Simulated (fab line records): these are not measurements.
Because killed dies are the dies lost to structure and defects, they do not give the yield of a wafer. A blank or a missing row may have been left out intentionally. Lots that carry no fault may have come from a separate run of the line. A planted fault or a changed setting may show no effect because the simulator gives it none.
Split-lot trial	flow rit_cmos	on a route of 202 steps: 5 lots, 23 wafers read

ABOUT THE SPLIT
At RIT_PLDD_COAT_01 (resist thk 1000 nm), the setting resist_thk_nm was moved away from the recipe's 1000 nm on 4 of the 23 wafers read, by -5.4% to -3.9%. All remaining wafers had this setting at the recipe value.

FROM THE SPLIT TO THE READING: what the file shows between them, 3 steps
- RIT_PLDD_SOFTBAKE_02: time 60 s
- RIT_PLDD_EXPOSE_03: exposes mask M8, target cd 40900 nm
- RIT_PLDD_DEVELOP_05: develop time 50 s

THE READING
NOVOLAK_of_PLDD_COAT_01.thk_nm (the simulator's own value, which no gauge read), in nm, at RIT_PLDD_HARDBAKE_07 (time 60 s). The file does not state a usual value for it. Here, 19 wafers ran the recipe; their average is 882.0 nm with a standard deviation of 1.8 nm.

wafer	tool, chamber at the split	resist_thk_nm as run, nm	against the recipe	NOVOLAK_of_PLDD_COAT_01.thk_nm, nm	against lot-mates on the recipe
L075.2	litho_track-02, 0	1000	recipe	881.3	-
L075.3	litho_track-02, 0	1000	recipe	880.8	-
L075.4	litho_track-02, 0	1000	recipe	881.6	-
L075.5	litho_track-02, 0	1000	recipe	882.1	-
L075.6	litho_track-02, 0	1000	recipe	883.1	-
L080.1	litho_track-01, 0	1000	recipe	885	-
L080.5	litho_track-01, 0	1000	recipe	885.4	-
L080.6	litho_track-01, 0	1000	recipe	885.4	-
L081.1	litho_track-03, 0	1000	recipe	881.9	-
L081.2	litho_track-03, 0	960.7	-3.9%	847.1	-33.7
L081.3	litho_track-03, 0	960.7	-3.9%	846.4	-34.4
L081.4	litho_track-03, 0	1000	recipe	879.1	-
L081.5	litho_track-03, 0	1000	recipe	881.4	-
L082.1	litho_track-03, 0	1000	recipe	879.7	-
L082.2	litho_track-03, 0	1000	recipe	881	-
L082.3	litho_track-03, 0	946.4	-5.4%	835.2	-44.6
L082.5	litho_track-03, 0	1000	recipe	878.8	-
L082.6	litho_track-03, 0	946.4	-5.4%	836.4	-43.4
L085.1	litho_track-03, 0	1000	recipe	883	-
L085.2	litho_track-03, 0	1000	recipe	881.9	-
L085.3	litho_track-03, 0	1000	recipe	882.3	-
L085.4	litho_track-03, 0	1000	recipe	880.7	-
L085.6	litho_track-03, 0	1000	recipe	882.8	-

THE FIT
A straight line over all 23 wafers: NOVOLAK_of_PLDD_COAT_01.thk_nm changes by +8.73 nm for each +1% of resist_thk_nm; r = +0.99; the points scatter about the line by 1.8 nm.
The same after taking each lot's own level away (the mean of its wafers on the recipe; 23 wafers): +8.37 nm for each +1%; r = +1.00; scatter 0.94 nm.
On that fit, the largest move of resist_thk_nm shifts the reading by 45 nm.
Measured against the standard deviation above, the lots' own levels, which go from 879.83 to 885.27 nm, span 3.0 times it.
Hence the lot-to-lot level has little effect on the slope; both slopes agree.
Check: for one of the wafers moved furthest among these (-5.4%), held out of the fit, the line's prediction against its lot-mates is -45 nm. Against them it came out at -44.6 nm.

OTHER SPLITS ON THESE WAFERS
Other splits were also applied to these wafers ahead of the reading. Each is held against what the fit with the lots' levels taken away leaves over:
other split on the same wafers	wafers away from the commonest value	r with NOVOLAK_of_PLDD_COAT_01.thk_nm (lot level and that fit taken away)
RIT_ACTIVE_OXIDATION_01 ox_time_s	10	+0.29
RIT_NWELL_IMPLANT_08 dose_cm2	7	-0.17
RIT_PWELL_HARDBAKE_07 temp_c	9	-0.37
RIT_NRETRO_COAT_01 resist_thk_nm	8	+0.24
RIT_GATE_CVD_08 sih4_flow_sccm	5	+0.26

THE WHOLE CHAIN: every reading that the file lists as answering this split, in the file's order
step	what it does	reading	change (the file's fit)	r (the file's)
RIT_PLDD_COAT_01	resist thk 1000 nm	NOVOLAK_of_PLDD_COAT_01.thk_nm (the simulator's own value, which no gauge read)	+9.56 nm for each +1% of the setting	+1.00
RIT_PLDD_HARDBAKE_07	time 60 s	NOVOLAK_of_PLDD_COAT_01.thk_nm (the simulator's own value, which no gauge read)	+8.37 nm for each +1% of the setting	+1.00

THE FILE'S OWN FIT
NOVOLAK_of_PLDD_COAT_01.thk_nm changes by +8.37 nm for each +1% of resist_thk_nm, r = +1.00.
